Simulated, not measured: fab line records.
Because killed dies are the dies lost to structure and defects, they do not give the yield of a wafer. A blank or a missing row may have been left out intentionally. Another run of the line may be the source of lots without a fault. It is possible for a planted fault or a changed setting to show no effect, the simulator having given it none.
Shared-tool check :: flow rit-cmos :: 14 lots, 42 wafers sampled

THE REASON FOR OPENING IT
RIT_PSD_TW_MEAS_10, reading PSD_TW: flagged on 2 of 14 lots. No-fault wafers: 3434, standard deviation 23.
Rule: a lot is flagged when every wafer of it that has a number lies more than 4 standard deviations from that mean, or none has a number. All remaining lots are regarded as sound.

lot: L578
measured: day 3 04:37
on: film-metro-02
PSD_TW, wafer by wafer: 3460 3467 3466
flag: 

lot: L580
measured: day 3 12:38
on: film-metro-04
PSD_TW, wafer by wafer: 3445 3437 3434
flag: 

lot: L582
measured: day 4 02:17
on: film-metro-01
PSD_TW, wafer by wafer: 3418 3425 3433
flag: 

lot: L584
measured: day 4 10:49
on: film-metro-04
PSD_TW, wafer by wafer: 3435 3418 3413
flag: 

lot: L585
measured: day 4 13:48
on: film-metro-04
PSD_TW, wafer by wafer: 3443 3427 3417
flag: 

lot: L586
measured: day 4 21:11
on: film-metro-04
PSD_TW, wafer by wafer: 3414 3418 3411
flag: 

lot: L589
measured: day 5 12:27
on: film-metro-02
PSD_TW, wafer by wafer: 30 30 30
flag: FLAGGED

lot: L590
measured: day 5 19:40
on: film-metro-02
PSD_TW, wafer by wafer: 30 30 30
flag: FLAGGED

lot: L591
measured: day 5 21:35
on: film-metro-02
PSD_TW, wafer by wafer: 3456 3454 3458
flag: 

lot: L596
measured: day 7 01:19
on: film-metro-04
PSD_TW, wafer by wafer: 3436 3418 3420
flag: 

lot: L597
measured: day 7 09:10
on: film-metro-01
PSD_TW, wafer by wafer: 3404 3406 3398
flag: 

lot: L598
measured: day 7 14:55
on: film-metro-01
PSD_TW, wafer by wafer: 3403 3418 3405
flag: 

lot: L599
measured: day 7 16:23
on: film-metro-02
PSD_TW, wafer by wafer: 3464 3463 3466
flag: 

lot: L600
measured: day 8 00:45
on: film-metro-01
PSD_TW, wafer by wafer: 3387 3384 3396
flag: 
On average the flagged lots read 30, which is -3404 against the usual, or -99 or more standard deviations.

LOT BY LOT: THE TOOL USED
The record holds 1 process step before the reading, out of a route of 202 steps. Read each cell as the tool, then ch plus the chambers that the sampled wafers visited, then the start.
lot: L578
flag: 
RIT_NSD_STRIP_09: plasma-asher-02 ch 0,1, day 3 03:01

lot: L580
flag: 
RIT_NSD_STRIP_09: plasma-asher-03 ch 0,1, day 3 11:02

lot: L582
flag: 
RIT_NSD_STRIP_09: plasma-asher-04 ch 0,1, day 4 00:34

lot: L584
flag: 
RIT_NSD_STRIP_09: plasma-asher-02 ch 1, day 4 09:13

lot: L585
flag: 
RIT_NSD_STRIP_09: plasma-asher-02 ch 0,1, day 4 11:44

lot: L586
flag: 
RIT_NSD_STRIP_09: plasma-asher-02 ch 0,1, day 4 19:28

lot: L589
flag: FLAGGED
RIT_NSD_STRIP_09: plasma-asher-03 ch 0, day 5 10:44

lot: L590
flag: FLAGGED
RIT_NSD_STRIP_09: plasma-asher-04 ch 0,1, day 5 18:04

lot: L591
flag: 
RIT_NSD_STRIP_09: plasma-asher-02 ch 0,1, day 5 19:58

lot: L596
flag: 
RIT_NSD_STRIP_09: plasma-asher-02 ch 0,1, day 6 23:35

lot: L597
flag: 
RIT_NSD_STRIP_09: plasma-asher-03 ch 0, day 7 07:34

lot: L598
flag: 
RIT_NSD_STRIP_09: plasma-asher-03 ch 0,1, day 7 13:13

lot: L599
flag: 
RIT_NSD_STRIP_09: plasma-asher-03 ch 0,1, day 7 14:47

lot: L600
flag: 
RIT_NSD_STRIP_09: plasma-asher-02 ch 0,1, day 7 23:02
What these steps do:
- RIT_NSD_STRIP_09: strips in O2, time 180 s.
- RIT_PSD_TW_MEAS_10

FLAGGED OVER TOTAL, TOOL BY TOOL (the gauges that took the reading come last)
step: RIT_NSD_STRIP_09
tool: plasma-asher-02
lots run: 7
flagged: 0
share of the flagged lots: none
sound lots run after its first flagged lot: -

step: RIT_NSD_STRIP_09
tool: plasma-asher-03
lots run: 5
flagged: 1
share of the flagged lots: some
sound lots run after its first flagged lot: 3 (L597,L598,L599)

step: RIT_NSD_STRIP_09
tool: plasma-asher-04
lots run: 2
flagged: 1
share of the flagged lots: some
sound lots run after its first flagged lot: 0

step: RIT_PSD_TW_MEAS_10
tool: film-metro-01
lots run: 4
flagged: 0
share of the flagged lots: none
sound lots run after its first flagged lot: -

step: RIT_PSD_TW_MEAS_10
tool: film-metro-02
lots run: 5
flagged: 2
share of the flagged lots: all
sound lots run after its first flagged lot: 2 (L591,L599)

step: RIT_PSD_TW_MEAS_10
tool: film-metro-04
lots run: 5
flagged: 0
share of the flagged lots: none
sound lots run after its first flagged lot: -

WHAT THE TABLE ALLOWS
Rows of the table that ran each flagged lot: 1, that is film-metro-02 at RIT_PSD_TW_MEAS_10.
- film-metro-02 at RIT_PSD_TW_MEAS_10: 2 of its 5 lots flagged. Sound lots ran on it after the first flagged one (L591, L599), which a lasting fault on the whole tool wouldn't allow.
None of the table's rows ran every flagged lot and, after the first, no sound lot.

WHAT WAS PUT IN BY THE SIMULATOR
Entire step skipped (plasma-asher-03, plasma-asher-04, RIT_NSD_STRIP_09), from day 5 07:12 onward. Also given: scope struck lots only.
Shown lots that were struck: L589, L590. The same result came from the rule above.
